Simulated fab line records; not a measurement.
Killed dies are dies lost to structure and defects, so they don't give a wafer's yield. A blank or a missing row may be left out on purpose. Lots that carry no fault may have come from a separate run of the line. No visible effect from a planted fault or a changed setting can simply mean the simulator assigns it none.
Matching of chambers + flow berkeley-cmos170 + 4 sister chambers for UCB170_V2_CMP_02 on cmp-02
The step polishes SiO2. 4 wafers are shown with their chamber, then 12 later ones without.

## WAFERS WITH THEIR CHAMBER
| wafer  | chamber | motor-current-A (A) |
|--------|---------|---------------------|
| L317.3 | 0       | 13.0                |
| L317.5 | 3       | 14.2                |
| L321.3 | 2       | 16.7                |
| L321.6 | 1       | 17.9                |

## WAFERS WITH NO CHAMBER GIVEN
| wafer  | motor-current-A (A) |
|--------|---------------------|
| L326.4 | 16.5                |
| L326.5 | 14.5                |
| L326.6 | 13.8                |
| L327.1 | 15.3                |
| L327.2 | 13.8                |
| L327.4 | 18.5                |
| L329.2 | 13.7                |
| L329.4 | 14.7                |
| L329.5 | 17.7                |
| L331.1 | 17.4                |
| L331.3 | 17.3                |
| L331.5 | 15.0                |

## WHICH CHAMBER EACH ONE RAN IN
| wafer  | from the rows above     | in truth |
|--------|-------------------------|----------|
| L326.4 | 2                       | 2        |
| L326.5 | 3                       | 3        |
| L326.6 | can't be placed: 3 or 0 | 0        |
| L327.1 | can't be placed: 3 or 2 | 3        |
| L327.2 | can't be placed: 3 or 0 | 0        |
| L327.4 | 1                       | 1        |
| L329.2 | can't be placed: 3 or 0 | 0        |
| L329.4 | 3                       | 3        |
| L329.5 | can't be placed: 1 or 2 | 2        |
| L331.1 | can't be placed: 1 or 2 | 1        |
| L331.3 | can't be placed: 1 or 2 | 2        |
| L331.5 | can't be placed: 3 or 2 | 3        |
Placed correctly: 4 of 12. Cannot be placed on the basis of these rows: 8; the candidates contain the true chamber in 8. Wrongly placed: 0.
How it was worked out, from the rows above alone: a wafer's distance from a chamber is the root of the sum, over the readings, of the square of ((its reading less the chamber's mean) divided by the reading's scatter). If the next closest chamber is less than 2 further off than the closest, the wafer can't be placed; otherwise it belongs to the closest. A chamber's mean is the mean of its shown wafers. The scatter (one wafer shown for each chamber): square how far every hidden wafer sits from the nearest shown wafer, average those squares and take the square root.
